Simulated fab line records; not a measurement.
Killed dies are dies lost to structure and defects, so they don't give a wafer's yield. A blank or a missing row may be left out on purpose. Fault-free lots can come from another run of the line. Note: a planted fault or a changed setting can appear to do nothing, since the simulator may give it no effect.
Comparing a struck lot with a sound one :: flow rit_cmos :: 43 out of 202 route steps
Sound: the wafers L482.3, L482.5, L482.6. The struck wafers were L491.5, L491.6. Last of all comes the cause.
At each step with rows: each side's tool, then ch and its chambers, then its first start. Under that, the readings that differ: sound wafers :: struck wafers :: difference of the means :: sigmas: that difference in standard deviations of wafers without a fault.
alike: readings with means less than 2 such deviations apart, plus words and numbers identical on both sides. not compared: withheld readings, readings lacking a value on some wafer, bounds such as >300 that could conceal the same value, and numbers that have no deviation in the record and whose values overlap.
The two part at a step that has a row with sigmas, a row that says differs or no value, or rows on one side only. Non-overlapping numbers with no deviation appear without sigmas and do not part them. Lack of a reading on every wafer of one side parts them only where that side has two or more wafers.

first, 1 step without rows for these wafers: RIT_ACTIVE_DEVELOP_10 (develop time 50 s).
RIT_ACTIVE_CD_MEAS_11: target cd 1400 nm.
  sound on cd_sem-01, day 1 14:29; struck on cd_sem-02, day 3 13:33
  alike: cd_nm
then, 1 step without rows for these wafers: RIT_ACTIVE_HARDBAKE_12 (time 60 s).
RIT_ACTIVE_ETCH_13: etches Si3N4 in SF6, stops on SiO2, time 210 s, target depth 210 nm.
  sound on rie_diel-02 ch 1,2,3, day 1 14:43; struck on rie_diel-02 ch 1,2, day 3 13:48
  alike: drypump_motor_current_A, oes_product_au, throttle_valve_pct
  not compared: rf_hours_counter_h
RIT_ACTIVE_STRIP_14: strips in O2, time 180 s.
  sound on plasma_asher-02 ch 0,1, day 1 14:54; struck on plasma_asher-01 ch 0,1, day 3 13:59
  alike: drypump_motor_current_A
  not compared: rf_hours_counter_h
RIT_ACTIVE_CD_MEAS_90: target cd 1400 nm.
  sound on cd_sem-01, day 1 15:04; struck on cd_sem-01, day 3 14:08
  alike: cd_nm
then, 4 steps without rows for these wafers: RIT_ACTIVE_CLEAN_15 (cleans in SC1, time 600 s); RIT_ACTIVE_CLEAN_16 (cleans in dHF, time 30 s); RIT_ACTIVE_CLEAN_17 (cleans in SC2, time 600 s); RIT_FOX1_OXIDATION_00 (target thk 350.7 nm, ox time 1130 s).
RIT_FOX1_THK_MEAS_01:
  sound on film_metro-02, day 1 17:36; struck on film_metro-03, day 3 17:01
  alike: FOX1_OXIDE_THK
then, 1 step without rows for these wafers: RIT_FOX1_WET_ETCH_02 (etches SiO2 in BOE, target depth 350 nm, time 390 s).
RIT_FOX2_OXIDATION_00: target thk 350.7 nm, ox time 1130 s.
  sound on furnace-01 ch 0, day 1 17:45; struck on furnace-01 ch 0, day 3 17:08
reading: model.SiO2_of_FOX2_OXIDATION_00.thk_nm (nm)
sound: 355.1 356.1 357.3
struck: 329 327.3
difference: -28
sigmas: 
  alike: spike_tc_source_C
RIT_FOX2_THK_MEAS_01:
  sound on film_metro-04, day 1 19:05; struck on film_metro-04, day 3 18:43
reading: FOX2_OXIDE_THK (nm)
sound: 355 356 357
struck: 329 327
difference: -28
sigmas: -5
  not compared: hold
then, 1 step without rows for these wafers: RIT_FOX2_WET_ETCH_03 (etches Si3N4 in H3PO4, target depth 195 nm, time 2700 s).
RIT_FOX2_THK_MEAS_90:
  sound on film_metro-02, day 1 20:43; struck on film_metro-04, day 4 03:10
reading: FIELD_OXIDE_LEFT_1_THK (nm)
sound: 328 329 330
struck: 301 300
difference: -28
sigmas: -5
  not compared: hold
then, 5 steps without rows for these wafers: RIT_NWELL_COAT_01 (resist thk 1300 nm); RIT_NWELL_SOFTBAKE_02 (time 60 s); RIT_NWELL_EXPOSE_03 (exposes mask M2, target cd 43900 nm); RIT_NWELL_PEB_04; RIT_NWELL_DEVELOP_05 (develop time 68 s).
RIT_NWELL_OVL_MEAS_06:
  sound on overlay-02, day 1 21:47; struck on overlay-01, day 4 06:45
  alike: NWELL_OVL
then, 2 steps without rows for these wafers: RIT_NWELL_HARDBAKE_07 (time 120 s); RIT_NWELL_IMPLANT_08.
RIT_NWELL_STRIP_09: strips in O2, time 180 s.
  sound on plasma_asher-01 ch 0,1, day 1 22:16; struck on plasma_asher-03 ch 0,1, day 4 07:23
  alike: drypump_motor_current_A
  not compared: rf_hours_counter_h
RIT_NWELL_TW_MEAS_10:
  sound on film_metro-03, day 1 22:25; struck on film_metro-03, day 4 07:29
  alike: NWELL_TW
then, 6 steps without rows for these wafers: RIT_PWELL_HMDS_00 (prime time 60 s); RIT_PWELL_COAT_01 (resist thk 1300 nm); RIT_PWELL_SOFTBAKE_02 (time 60 s); RIT_PWELL_EXPOSE_03 (exposes mask M3, target cd 43700 nm); RIT_PWELL_PEB_04; RIT_PWELL_DEVELOP_05 (develop time 68 s).
RIT_PWELL_OVL_MEAS_06:
  sound on overlay-01, day 1 23:20; struck on overlay-02, day 4 08:44
  alike: PWELL_OVL
then, 2 steps without rows for these wafers: RIT_PWELL_HARDBAKE_07 (time 120 s); RIT_PWELL_IMPLANT_08.
RIT_PWELL_STRIP_09: strips in O2, time 180 s.
  sound on plasma_asher-02 ch 0,1, day 1 23:49; struck on plasma_asher-04 ch 0,1, day 5 04:11
  alike: drypump_motor_current_A
  not compared: rf_hours_counter_h
RIT_PWELL_TW_MEAS_10:
  sound on film_metro-03, day 1 23:58; struck on film_metro-04, day 5 04:17
reading: PWELL_TW
sound: 960 960 962
struck: 940 944
difference: -19
sigmas: -3
then, 1 step without rows for these wafers: RIT_WELLDRIVE_ANNEAL_00 (time 14700 s).
RIT_WELLDRIVE_RS_MEAS_01: measurement is done with a four-point probe.
  sound on film_metro-03, day 2 05:07; struck on film_metro-04, day 5 10:31
  alike: NWELL_RS
RIT_WELLDRIVE_RS_MEAS_02: measurement is done with a four-point probe.
  sound on film_metro-03, day 2 05:14; struck on film_metro-04, day 5 10:38
  alike: PWELL_RS
RIT_FOX2_THK_MEAS_91:
  sound on film_metro-03, day 2 08:56; struck on film_metro-03, day 5 16:32
reading: FIELD_OXIDE_LEFT_2_THK (nm)
sound: 260 261 262
struck: 234 232
difference: -28
sigmas: -5
  not compared: hold
RIT_SILICIDE_WET_ETCH_00: etches SiO2 in BOE, target depth 14 nm, time 15 s.
  sound on wet_bench-03 ch 1, day 3 05:08; struck on wet_bench-02 ch 1, day 6 13:58
reading: model.SiO2_of_FOX2_OXIDATION_00.thk_nm (nm)
sound: 156.3 155.6 158.5
struck: 130.9 127.3
difference: -27.7
sigmas: 
RIT_M1_PROBE_99:
  sound on prober-01, day 3 12:17; struck on prober-01, day 6 20:55
  alike: killed_at_M0_to_M3, killed_at_contacts, killed_at_front_end, killed_dies, killed_open, killed_short

## WHERE THEY PART
First at RIT_FOX2_THK_MEAS_01; last, within this record, at RIT_FOX2_THK_MEAS_91. Later steps at which nothing parts them and some readings are alike: RIT_M1_PROBE_99.

WHY: the cause the simulator had injected
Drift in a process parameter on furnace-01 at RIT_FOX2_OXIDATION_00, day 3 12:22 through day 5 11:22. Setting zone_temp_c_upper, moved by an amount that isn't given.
